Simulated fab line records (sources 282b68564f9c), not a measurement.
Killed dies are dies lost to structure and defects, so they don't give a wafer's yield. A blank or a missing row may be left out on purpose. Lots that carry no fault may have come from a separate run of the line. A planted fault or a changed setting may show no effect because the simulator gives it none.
Problem report in the 8D (eight disciplines) form, filled by code ; flow rit_cmos ; the parts of the form that need people (team, actions taken, sign-off) are left out

== 1. THE ISSUE ==
Mean NWELL_TW at RIT_NWELL_TW_MEAS_10: 1998 over 9 wafers in 3 lots; fault-free wafers: 2146, standard deviation 23. Relative to the usual mean, that is a shift of -6.5 standard deviations.
The first sign was on wafer L734.3 at day 5 01:43, on film_metro-01. The record holds 45 wafers of 15 lots with a number at this step. Rule for "out" (also "out of limits"): further than 4 standard deviations from the usual mean. The other wafers with a number count as sound.

== 2. WHAT IT IS; WHAT IT IS NOT ==
question;is;is not
which readings at this step;NWELL_TW;-
which lots;L734, L737, L740;L721, L723, L725, L726, L727, L728, L729, L730, L732, L733, L742, L743
which wafers of those lots;all that have a number;-
read on which gauges;film_metro-01, film_metro-02, film_metro-04;-
when;from day 5 01:43;"up to then (30 sound wafers); but 6 sound wafers of L742, L743 came after"

== 3. WHAT RULES OUT EACH SUSPECT ==
Counting: a tool at a process step up to the reading stays a suspect if it ran every lot that is out and no sound lot after the first of them.
- the gauge at RIT_NWELL_TW_MEAS_10 is ruled out. The wafers that are out were read on 3 gauges (film_metro-01, film_metro-02, film_metro-04).
- implanter-02 at RIT_NWELL_IMPLANT_08: kept. All lots that are out passed through it, beginning with L734 at day 5 01:26, and no sound lot followed; its final sound lot before that point was L732 at day 5 00:51. Its own beam_on_s, faraday_current_uA readings are out on those wafers.
The count leaves implanter-02 at RIT_NWELL_IMPLANT_08.

== 4. THE CAUSE (what the simulator had put in) ==
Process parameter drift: implanter-02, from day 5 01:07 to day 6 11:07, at RIT_NWELL_IMPLANT_08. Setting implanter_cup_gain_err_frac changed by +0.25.
Counting left only this tool.

== 5. THE EFFECT CHAIN, in route order ==
One row per reading whose mean, taken over the struck wafers that have a number, lies over 3 standard deviations from the usual. Scope: only readings with a usual standard deviation given in the record; hours: median across lots of the time from each lot's start at the first step in this table that gives one to its start at this step; sigmas: change in usual standard deviations.
hours;step;reading;usual;on struck wafers;change;sigmas
0;RIT_NWELL_IMPLANT_08;beam_on_s;10.01 s;7.90;-2.11;-11
0;RIT_NWELL_IMPLANT_08;faraday_current_uA;158;200;+42;+14
0;RIT_NWELL_TW_MEAS_10;NWELL_TW;2146;1998;-148;-6.5
9;RIT_WELLDRIVE_RS_MEAS_01;NWELL_RS;275.5 ohm/sq;315.9;+40.4;+55
Here are the process steps it includes:
- RIT_NWELL_IMPLANT_08
At these later measuring or inspecting steps, every struck wafer for which the step has a row has a number for every such reading, and none has moved that far: RIT_M1_OVL_MEAS_10.

== 6. WHAT WOULD HAVE CAUGHT IT SOONER ==
In this record the first reading out of limits at a measuring or inspecting step was taken at day 5 01:43, 1 hour after the fault began at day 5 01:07.
At RIT_NWELL_IMPLANT_08, the tool's own readings (beam_on_s, faraday_current_uA) were out on each struck wafer the step has a row for, so an alarm limit on them would have fired on the first such wafer.
Among the 3 lots that are out, L737, L740 began RIT_NWELL_IMPLANT_08 on implanter-02 after day 5 01:43. A hold on the tool at that time would have spared those 2.
